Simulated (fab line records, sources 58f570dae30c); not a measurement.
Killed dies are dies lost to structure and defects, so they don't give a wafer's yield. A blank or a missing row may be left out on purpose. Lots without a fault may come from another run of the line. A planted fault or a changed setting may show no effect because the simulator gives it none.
fab line records | flow berkeley_cmos170
record lots=13 wafers=39 last_day=12
route steps=331 shown V2@292
lots that met no fault: from a run of the same line without faults
start_h: hours from the record's first day to the start of the lot's first wafer shown | wait_h: hours since the lot's step before | " the same as in the row above | L1.1+2: a row that stands for several wafers | - no value, or no start given | * or withheld: withheld | < > ~ a bound
route shown NAME@n: a module of which the file shows steps, and the number in the route of the first | usual: mean/standard deviation of fault-free wafers | same: alike in all rows | chamber/n: place in a boat | sites: the reading at each site | _std_site: their standard deviation | _edge_site: outer sites' mean less inner sites' | radius_mm: how far each site lies from the wafer's centre | mask NAME#n: copy n | behind: the tool/chamber that last shaped the wafer | hold: why the lot was held/for how many hours/how that ended | device: the transistor (n, p or np) that didn't switch | end of line: the same wafers' tests at the end of the route | a step without rows: its recipe alone | killed: dies lost to structure and defects at the first sort, not the wafer's yield | map: a wafer's dies, x killed, . not, _ none there
set.NAME: the setting as run; set.NAME@STEP: as run at that earlier step | model.NAME: the simulator's own value behind a step, which no gauge read
steps of the route over a sample of lots; a table a step, a row a wafer
services: from which hour (start_h, from the record's first day; less than 0 if before it) a tool's chamber was out of use, for how many hours, and why
## steps
# step UCB170_V2_CVD_00
# recipe material=SiO2 target_thk_nm=2000 temp_c=390 precursor=TEOS/O2 time_s=250 rf_w=550 pressure_mtorr=9000
# usual heater_power_w=267/45 pressure_mtorr=9000/19 rf_fwd_power_W=548.7/1.7
# columns lot.wafer tool chamber start_h wait_h heater_power_w pressure_mtorr rf_fwd_power_W
L186.1 pecvd-04 1 150.17 0.1 324 9014 549.2
L186.2 " 2 " " 355 8981 547.0
L186.4 " 2 " " 254 9001 548.9
L187.1 pecvd-01 1 150.72 0.1 243 9011 549.1
L187.3 " 0 " " 239 9021 547.7
L187.6 " 2 " " 222 8983 545.9
L185.1 pecvd-04 1 151.44 0.1 285 9006 548.9
L185.2 " 0 " " 313 9001 546.2
L185.5 " 2 " " 355 9001 546.6
L191.3 pecvd-04 0 175.79 0.1 282 9011 552.5
L191.5 " 1 " " 243 9019 551.2
L191.6 " 0 " " 321 9013 549.9
L197.1 pecvd-01 1 202.62 0.1 269 9006 482.3
L197.4 " 0 " " 225 8987 482.1
L197.5 " 2 " " 247 9008 480.3
L200.4 pecvd-04 0 227.21 0.1 317 8953 547.7
L200.5 " 1 " " 339 8998 550.9
L200.6 " 2 " " 352 8995 547.5
L202.1 pecvd-03 0 227.36 0.1 254 8997 548.1
L202.3 " 1 " " 272 8954 549.0
L202.5 " 1 " " 201 8988 550.4
L198.3 pecvd-01 1 227.42 0.1 279 9016 481.3
L198.4 " 1 " " 231 8992 481.4
L198.5 " 2 " " 240 8977 483.3
L199.2 pecvd-04 1 227.66 0.1 258 9030 550.2
L199.5 " 1 " " 330 9037 551.3
L199.6 " 2 " " 246 9006 547.0
L203.4 pecvd-04 2 250.07 0.1 344 9005 549.4
L203.5 " 0 " " 230 8988 550.2
L203.6 " 1 " " 342 8971 549.6
L207.4 pecvd-04 1 270.14 0.1 244 8976 548.8
L207.5 " 0 " " 304 8988 546.6
L207.6 " 2 " " 252 8988 549.2
L206.1 pecvd-03 2 270.42 0.1 257 9026 546.9
L206.5 " 0 " " 210 9005 549.0
L206.6 " 2 " " 215 9039 545.3
L208.1 pecvd-04 1 270.55 0.1 299 9012 548.6
L208.4 " 1 " " 241 9027 547.5
L208.5 " 2 " " 262 9014 546.9
# step UCB170_V2_THK_MEAS_01
# recipe reads=SiO2_of_V2_CVD_00
# usual V2_TEOS_THK=1997/22
# columns lot.wafer tool chamber start_h wait_h V2_TEOS_THK[nm]
L186.1 film_metro-01 - 150.32 0.1 1976
L186.2 " - " " 1986
L186.4 " - " " 2020
L187.1 film_metro-01 - 150.87 0.1 1972
L187.3 " - " " 1977
L187.6 " - " " 2011
L185.1 film_metro-02 - 151.60 0.1 1972
L185.2 " - " " 1991
L185.5 " - " " 1999
L191.3 film_metro-01 - 175.96 0.1 1995
L191.5 " - " " 2025
L191.6 " - " " 2031
L197.1 film_metro-04 - 202.78 0.1 1910
L197.4 " - " " 1936
L197.5 " - " " 1936
L200.4 film_metro-01 - 227.31 0.0 2007
L200.5 " - " " 2014
L200.6 " - " " 2021
L198.3 film_metro-04 - 227.59 0.1 1897
L198.4 " - " " 1929
L198.5 " - " " 1932
L202.1 film_metro-01 - 227.60 0.2 1954
L202.3 " - " " 1992
L202.5 " - " " 2006
L199.2 film_metro-04 - 227.82 0.1 1986
L199.5 " - " " 2004
L199.6 " - " " 2024
L203.4 film_metro-04 - 250.39 0.2 2013
L203.5 " - " " 2055
L203.6 " - " " 2006
L207.4 film_metro-01 - 270.25 0.0 1984
L207.5 " - " " 2010
L207.6 " - " " 2003
L206.1 film_metro-01 - 270.58 0.1 1982
L206.5 " - " " 2000
L206.6 " - " " 2008
L208.1 film_metro-02 - 270.70 0.1 1994
L208.4 " - " " 2054
L208.5 " - " " 2044
# step UCB170_V2_CD_MEAS_12
# recipe target_cd_nm=700
# usual cd_nm=700.1/1.4
# columns lot.wafer tool chamber start_h wait_h cd_nm
L186.1 cd_sem-02 - 153.18 - 701.6
L186.2 " - " " 701.8
L186.4 " - " " 702.7
L187.1 cd_sem-01 - 153.23 - 699.7
L187.3 " - " " 701.2
L187.6 " - " " 701.6
L185.1 cd_sem-01 - 153.73 - 701.6
L185.2 " - " " 701.8
L185.5 " - " " 700.0
L191.3 cd_sem-02 - 177.84 - 699.9
L191.5 " - " " 698.7
L191.6 " - " " 700.0
L197.1 cd_sem-01 - 204.54 - 711.1
L197.4 " - " " 712.4
L197.5 " - " " 712.2
L200.4 cd_sem-02 - 229.41 - 700.3
L200.5 " - " " 698.6
L200.6 " - " " 698.7
L198.3 cd_sem-02 - 229.64 - 704.8
L198.4 " - " " 704.5
L198.5 " - " " 704.6
L202.1 cd_sem-01 - 229.91 - 701.4
L202.3 " - " " 702.3
L202.5 " - " " 701.0
L199.2 cd_sem-01 - 230.22 - 699.2
L199.5 " - " " 698.3
L199.6 " - " " 698.3
L203.4 cd_sem-02 - 252.24 - 698.7
L203.5 " - " " 699.4
L203.6 " - " " 698.7
L207.4 cd_sem-01 - 271.96 - 700.4
L207.5 " - " " 700.3
L207.6 " - " " 699.8
L206.1 cd_sem-02 - 272.91 - 701.4
L206.5 " - " " 701.4
L206.6 " - " " 701.7
L208.1 cd_sem-02 - 273.08 - 700.9
L208.4 " - " " 702.1
L208.5 " - " " 702.4
## services
# columns tool chamber start_h hours kind
pecvd-01 1 164.60 3.4 repair
pecvd-01 2 177.76 3.6 repair
pecvd-03 1 186.71 10.4 repair
pecvd-01 1 188.65 6.3 repair
pecvd-03 2 221.80 15.8 repair
pecvd-01 - 233.17 0.8 repair
pecvd-03 - 242.50 14.0 pm
pecvd-03 0 242.50 14.0 vent_cycle
pecvd-03 1 242.50 14.0 vent_cycle
pecvd-03 2 242.50 14.0 vent_cycle
pecvd-03 0 256.50 - clean
pecvd-03 1 256.50 - clean
pecvd-03 2 256.50 - clean
pecvd-01 0 261.52 5.6 repair
## key
first_sign step=UCB170_V2_CVD_00 reading=rf_fwd_power_W direction=down sigmas=40 usual=548.7 struck=481.8
effect step=UCB170_V2_THK_MEAS_01 reading=V2_TEOS_THK direction=down sigmas=3.4 usual=1997 struck=1924
effect step=UCB170_V2_CD_MEAS_12 reading=cd_nm direction=up sigmas=6 usual=700.1 struck=708.3 through=control_loop
met_at UCB170_V2_CVD_00
struck_lots L197,L198
loop_trim step=UCB170_V2_EXPOSE_09 setting=dose lots=L197,L198
onset_between 150.72 202.62
fault kind=process_parameter_drift tool=pecvd-01 chamber=- onset_h=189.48 steps=UCB170_V2_CVD_00 channel=rf_w offset=-66 shape=step end_h=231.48 acts_in=these_recipes_only stated=550
# loop_trim: a control loop set the setting to another value than it would have without faults
